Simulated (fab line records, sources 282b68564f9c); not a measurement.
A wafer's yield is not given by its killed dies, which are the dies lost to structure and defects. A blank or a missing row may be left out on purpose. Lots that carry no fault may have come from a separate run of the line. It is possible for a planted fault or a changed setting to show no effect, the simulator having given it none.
Which tool did it? || flow rit cmos || 14 lots with 42 wafers sampled at 4 steps, on a route of 202 steps

## WHAT EACH GAUGE READ, for each wafer
RIT_SDANNEAL_RS_MEAS_07: a four-point-probe measurement.
{"lot": "L960", "measured": "day 3 22:33", "on": "film metro-01", "NLDD_RS (ohm/sq)": "150.6 150.7 150.6"}
{"lot": "L961", "measured": "day 4 03:44", "on": "film metro-03", "NLDD_RS (ohm/sq)": "152.2 152.3 152.7"}
{"lot": "L962", "measured": "day 4 10:36", "on": "film metro-03", "NLDD_RS (ohm/sq)": "152.6 153.0 151.8"}
{"lot": "L963", "measured": "day 4 19:41", "on": "film metro-01", "NLDD_RS (ohm/sq)": "151.1 151.6 152.0"}
{"lot": "L964", "measured": "day 4 22:35", "on": "film metro-02", "NLDD_RS (ohm/sq)": "151.7 152.1 151.5"}
{"lot": "L965", "measured": "day 5 03:32", "on": "film metro-01", "NLDD_RS (ohm/sq)": "151.9 152.0 151.5"}
{"lot": "L966", "measured": "day 5 06:46", "on": "film metro-03", "NLDD_RS (ohm/sq)": "151.4 151.2 151.5"}
{"lot": "L967", "measured": "day 5 11:55", "on": "film metro-03", "NLDD_RS (ohm/sq)": "151.8 151.8 152.6"}
{"lot": "L969", "measured": "day 5 19:34", "on": "film metro-02", "NLDD_RS (ohm/sq)": "152.0 152.2 151.7"}
{"lot": "L973", "measured": "day 6 15:28", "on": "film metro-02", "NLDD_RS (ohm/sq)": "151.7 151.7 151.6"}
{"lot": "L974", "measured": "day 6 19:38", "on": "film metro-01", "NLDD_RS (ohm/sq)": "151.5 151.8 151.7"}
{"lot": "L976", "measured": "day 7 05:39", "on": "film metro-02", "NLDD_RS (ohm/sq)": "151.8 151.8 152.1"}
{"lot": "L978", "measured": "day 7 15:33", "on": "film metro-02", "NLDD_RS (ohm/sq)": "151.8 151.7 151.6"}
{"lot": "L979", "measured": "day 7 20:31", "on": "film metro-03", "NLDD_RS (ohm/sq)": "151.3 151.2 151.7"}

RIT_M1_BOW_MEAS_16.
{"lot": "L960", "measured": "day 4 06:07", "on": "film metro-03", "M1_BOW (um)": "22 20 15"}
{"lot": "L961", "measured": "day 4 10:43", "on": "film metro-02", "M1_BOW (um)": "20 22 13"}
{"lot": "L962", "measured": "day 4 17:22", "on": "film metro-01", "M1_BOW (um)": "14 11 25"}
{"lot": "L963", "measured": "day 5 03:46", "on": "film metro-02", "M1_BOW (um)": "7 11 9"}
{"lot": "L964", "measured": "day 5 05:41", "on": "film metro-03", "M1_BOW (um)": "18 24 21"}
{"lot": "L965", "measured": "day 5 10:44", "on": "film metro-02", "M1_BOW (um)": "18 17 10"}
{"lot": "L966", "measured": "day 5 14:22", "on": "film metro-01", "M1_BOW (um)": "15 13 17"}
{"lot": "L967", "measured": "day 5 19:43", "on": "film metro-02", "M1_BOW (um)": "14 15 22"}
{"lot": "L969", "measured": "day 6 03:22", "on": "film metro-02", "M1_BOW (um)": "7 8 14"}
{"lot": "L973", "measured": "day 6 22:31", "on": "film metro-01", "M1_BOW (um)": "20 11 8"}
{"lot": "L974", "measured": "day 7 02:31", "on": "film metro-03", "M1_BOW (um)": "10 12 7"}
{"lot": "L976", "measured": "day 7 12:27", "on": "film metro-02", "M1_BOW (um)": "23 14 19"}
{"lot": "L978", "measured": "day 7 22:27", "on": "film metro-02", "M1_BOW (um)": "16 19 18"}
{"lot": "L979", "measured": "day 8 03:27", "on": "film metro-03", "M1_BOW (um)": "14 3 22"}

## WHICH TOOL RAN EACH LOT (tool, then ch and the chambers of the sampled wafers, then the start)
{"lot": "L960", "RIT_SILICIDE_RTA_06": "rtp anneal-02 ch 0, day 3 23:07", "RIT_CONTACT_STRIP_12": "plasma asher-01 ch 0,1, day 4 00:52"}
{"lot": "L961", "RIT_SILICIDE_RTA_06": "rtp anneal-01 ch 0, day 4 04:19", "RIT_CONTACT_STRIP_12": "plasma asher-04 ch 0,1, day 4 05:58"}
{"lot": "L962", "RIT_SILICIDE_RTA_06": "rtp anneal-02 ch 0, day 4 11:09", "RIT_CONTACT_STRIP_12": "plasma asher-01 ch 0,1, day 4 12:50"}
{"lot": "L963", "RIT_SILICIDE_RTA_06": "rtp anneal-01 ch 0, day 4 20:14", "RIT_CONTACT_STRIP_12": "plasma asher-04 ch 0,1, day 4 22:04"}
{"lot": "L964", "RIT_SILICIDE_RTA_06": "rtp anneal-02 ch 0, day 4 23:09", "RIT_CONTACT_STRIP_12": "plasma asher-04 ch 0,1, day 5 01:06"}
{"lot": "L965", "RIT_SILICIDE_RTA_06": "rtp anneal-01 ch 0, day 5 04:07", "RIT_CONTACT_STRIP_12": "plasma asher-01 ch 0,1, day 5 06:12"}
{"lot": "L966", "RIT_SILICIDE_RTA_06": "rtp anneal-02 ch 0, day 5 07:20", "RIT_CONTACT_STRIP_12": "plasma asher-04 ch 0,1, day 5 08:59"}
{"lot": "L967", "RIT_SILICIDE_RTA_06": "rtp anneal-01 ch 0, day 5 12:29", "RIT_CONTACT_STRIP_12": "plasma asher-01 ch 0,1, day 5 14:12"}
{"lot": "L969", "RIT_SILICIDE_RTA_06": "rtp anneal-01 ch 0, day 5 20:08", "RIT_CONTACT_STRIP_12": "plasma asher-02 ch 0, day 5 21:56"}
{"lot": "L973", "RIT_SILICIDE_RTA_06": "rtp anneal-02 ch 0, day 6 16:02", "RIT_CONTACT_STRIP_12": "plasma asher-04 ch 0,1, day 6 17:48"}
{"lot": "L974", "RIT_SILICIDE_RTA_06": "rtp anneal-01 ch 0, day 6 20:13", "RIT_CONTACT_STRIP_12": "plasma asher-04 ch 0, day 6 21:52"}
{"lot": "L976", "RIT_SILICIDE_RTA_06": "rtp anneal-01 ch 0, day 7 06:13", "RIT_CONTACT_STRIP_12": "plasma asher-02 ch 0,1, day 7 07:55"}
{"lot": "L978", "RIT_SILICIDE_RTA_06": "rtp anneal-01 ch 0, day 7 16:07", "RIT_CONTACT_STRIP_12": "plasma asher-01 ch 0,1, day 7 17:55"}
{"lot": "L979", "RIT_SILICIDE_RTA_06": "rtp anneal-02 ch 0, day 7 21:05", "RIT_CONTACT_STRIP_12": "plasma asher-01 ch 0,1, day 7 22:53"}
- RIT_SILICIDE_RTA_06: time 10 s, ramp up 5 s, ramp down 10 s.
- RIT_CONTACT_STRIP_12: strips in O2, time 180 s.

## AS READ BY THE TOOLS THEMSELVES (means over the sampled wafers that have a number; for cases with no such wafer, the mark the record gives instead)
RIT_SILICIDE_RTA_06.
{"lot": "L960", "tool": "rtp anneal-02", "wafer_temp_C_max": 753.6}
{"lot": "L961", "tool": "rtp anneal-01", "wafer_temp_C_max": 752.6}
{"lot": "L962", "tool": "rtp anneal-02", "wafer_temp_C_max": 753.9}
{"lot": "L963", "tool": "rtp anneal-01", "wafer_temp_C_max": 753.1}
{"lot": "L964", "tool": "rtp anneal-02", "wafer_temp_C_max": 753.6}
{"lot": "L965", "tool": "rtp anneal-01", "wafer_temp_C_max": 751.9}
{"lot": "L966", "tool": "rtp anneal-02", "wafer_temp_C_max": 753.5}
{"lot": "L967", "tool": "rtp anneal-01", "wafer_temp_C_max": 752.8}
{"lot": "L969", "tool": "rtp anneal-01", "wafer_temp_C_max": 752.0}
{"lot": "L973", "tool": "rtp anneal-02", "wafer_temp_C_max": 752.9}
{"lot": "L974", "tool": "rtp anneal-01", "wafer_temp_C_max": 752.1}
{"lot": "L976", "tool": "rtp anneal-01", "wafer_temp_C_max": 752.6}
{"lot": "L978", "tool": "rtp anneal-01", "wafer_temp_C_max": 752.1}
{"lot": "L979", "tool": "rtp anneal-02", "wafer_temp_C_max": 753.1}

RIT_CONTACT_STRIP_12.
{"lot": "L960", "tool": "plasma asher-01", "drypump motor current A (A)": 5.3, "run length s (s)": 208.3}
{"lot": "L961", "tool": "plasma asher-04", "drypump motor current A (A)": 5.3, "run length s (s)": 208.2}
{"lot": "L962", "tool": "plasma asher-01", "drypump motor current A (A)": 5.7, "run length s (s)": 208.0}
{"lot": "L963", "tool": "plasma asher-04", "drypump motor current A (A)": 5.5, "run length s (s)": 207.9}
{"lot": "L964", "tool": "plasma asher-04", "drypump motor current A (A)": 5.5, "run length s (s)": 207.8}
{"lot": "L965", "tool": "plasma asher-01", "drypump motor current A (A)": 5.7, "run length s (s)": 208.0}
{"lot": "L966", "tool": "plasma asher-04", "drypump motor current A (A)": 5.3, "run length s (s)": 207.9}
{"lot": "L967", "tool": "plasma asher-01", "drypump motor current A (A)": 5.7, "run length s (s)": 208.0}
{"lot": "L969", "tool": "plasma asher-02", "drypump motor current A (A)": 5.7, "run length s (s)": 208.5}
{"lot": "L973", "tool": "plasma asher-04", "drypump motor current A (A)": 5.3, "run length s (s)": 223.7}
{"lot": "L974", "tool": "plasma asher-04", "drypump motor current A (A)": 5.2, "run length s (s)": 231.5}
{"lot": "L976", "tool": "plasma asher-02", "drypump motor current A (A)": 5.5, "run length s (s)": 208.1}
{"lot": "L978", "tool": "plasma asher-01", "drypump motor current A (A)": 5.7, "run length s (s)": 207.9}
{"lot": "L979", "tool": "plasma asher-01", "drypump motor current A (A)": 5.3, "run length s (s)": 208.5}

## THE ANSWER, worked out from the rows above alone
Rule: usual is defined by the lots themselves. Put in order of their means at a reading, lots are off if they are a third of the lots or fewer, leave a main group of 4 or more, and stand apart from it by a gap of 3 or more times the standard deviation of the main group's means; of several such gaps the widest counts. A main group is skipped when, at the precision printed for the reading in the tables above, its means are all equal. A lot without any number at a reading at which 4 lots or more have one is off too. The other lots that the step has rows for count as sound. After the gauges, taken in route order, come the tools' own readings; for these a lot's mean is taken, as printed above. At the first step where some lot is off, the reading lying furthest off is the one used; lots without a number count as furthest.
Off: L973, L974, at RIT_CONTACT_STRIP_12 (run length s). Mean 208.1 s and standard deviation 0.23 in the main group.
A tool fits if, at that step or a process step before it, it ran every lot that is off, and no sound lot after the first of them. One fits: plasma asher-04 at RIT_CONTACT_STRIP_12. Its last sound lot is L966 (day 5 08:59), its first lot that is off L973 (day 6 17:48): a fault that began between those two fits.
The tool's own readings at RIT_CONTACT_STRIP_12 bear it out: on the lots that are off they differ by more than 5 times the standard deviation of the sound lots' means. run length s reads 227.6 s there against 208.1 s on the sound lots.

## WHAT THE SIMULATOR PUT IN
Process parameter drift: plasma asher-04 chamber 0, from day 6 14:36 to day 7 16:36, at RIT_CONTACT_STRIP_12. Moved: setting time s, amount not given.
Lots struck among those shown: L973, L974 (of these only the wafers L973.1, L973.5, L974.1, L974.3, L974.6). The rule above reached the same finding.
